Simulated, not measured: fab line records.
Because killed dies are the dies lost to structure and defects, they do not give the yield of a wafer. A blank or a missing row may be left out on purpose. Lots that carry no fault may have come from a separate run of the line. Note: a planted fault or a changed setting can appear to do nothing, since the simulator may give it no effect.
A sampling plan put to the test | flow rit_cmos | one fab line, 6 faults that these records tell of, each judged on the records of the lots that it struck; 2 more are left out, because the records don't allow judging them
The plan consists of the line's own looks: route steps at which the wafer is read by a gauge or an inspection but not changed. A look can be judged if struck wafers have a number there and the file gives its usual mean and standard deviation on fault-free wafers. Caught: 4 or more of those standard deviations (sigma) separate the usual mean from the mean of the struck wafers at a look after the fault's first step. On the tool: here the same test is run on the tool's own readings at the fault's steps. Another recipe on the struck wafers, or a record that is blank for them alone, also counts as caught.

== THE FAULTS, as the simulator had put them in ==
1. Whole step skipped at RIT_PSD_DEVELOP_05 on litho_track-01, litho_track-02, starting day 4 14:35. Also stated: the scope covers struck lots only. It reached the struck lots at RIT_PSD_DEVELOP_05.
2. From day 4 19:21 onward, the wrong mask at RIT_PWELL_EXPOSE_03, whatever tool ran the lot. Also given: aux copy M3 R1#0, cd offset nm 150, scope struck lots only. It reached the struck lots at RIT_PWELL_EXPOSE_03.
3. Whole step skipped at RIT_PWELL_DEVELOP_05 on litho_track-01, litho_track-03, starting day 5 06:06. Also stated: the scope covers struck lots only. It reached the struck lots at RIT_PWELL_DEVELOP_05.
4. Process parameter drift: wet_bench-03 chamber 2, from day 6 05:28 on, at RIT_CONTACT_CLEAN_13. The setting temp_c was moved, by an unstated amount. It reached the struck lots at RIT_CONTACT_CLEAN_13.
5. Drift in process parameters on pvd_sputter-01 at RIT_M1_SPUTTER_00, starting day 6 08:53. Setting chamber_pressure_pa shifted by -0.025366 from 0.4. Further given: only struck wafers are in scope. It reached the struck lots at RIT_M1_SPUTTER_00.
6. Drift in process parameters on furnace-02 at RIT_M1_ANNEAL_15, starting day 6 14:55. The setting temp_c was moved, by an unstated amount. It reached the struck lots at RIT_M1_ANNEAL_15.

== WHAT THE PLAN SAW ==
fault | on the tool itself                               | first look that catches it                      | reading, sigma | median hours from its first step to that look | hours from the fault's start to the first struck lot there | judged looks passed uncaught
1     | the tool's record is blank for the struck wafers | no look after it can be judged                  | -              | -                                             | -                                                          | 0
2     | under 2 sigma                                    | none of the 2 looks that can be judged after it | -              | -                                             | -                                                          | 2
3     | the tool's record is blank for the struck wafers | no look after it can be judged                  | -              | -                                             | -                                                          | 0
4     | temp_c -48 sigma                                 | not the one look that can be judged after it    | -              | -                                             | -                                                          | 1
5     | chamber_pressure_pa -29 sigma                    | no look after it can be judged                  | -              | -                                             | -                                                          | 0
6     | tube_center_temp_C -99 or beyond sigma           | no look after it can be judged                  | -              | -                                             | -                                                          | 0
A dash: the fault is not caught, or the number is missing from these records.

Caught at a look: 0 of 6. Caught on the tool: 5 of 6. By one or the other: 5 of 6.
Faults 1, 3, 4, 5, 6 were caught on the tool alone.
Caught by neither: fault 2.
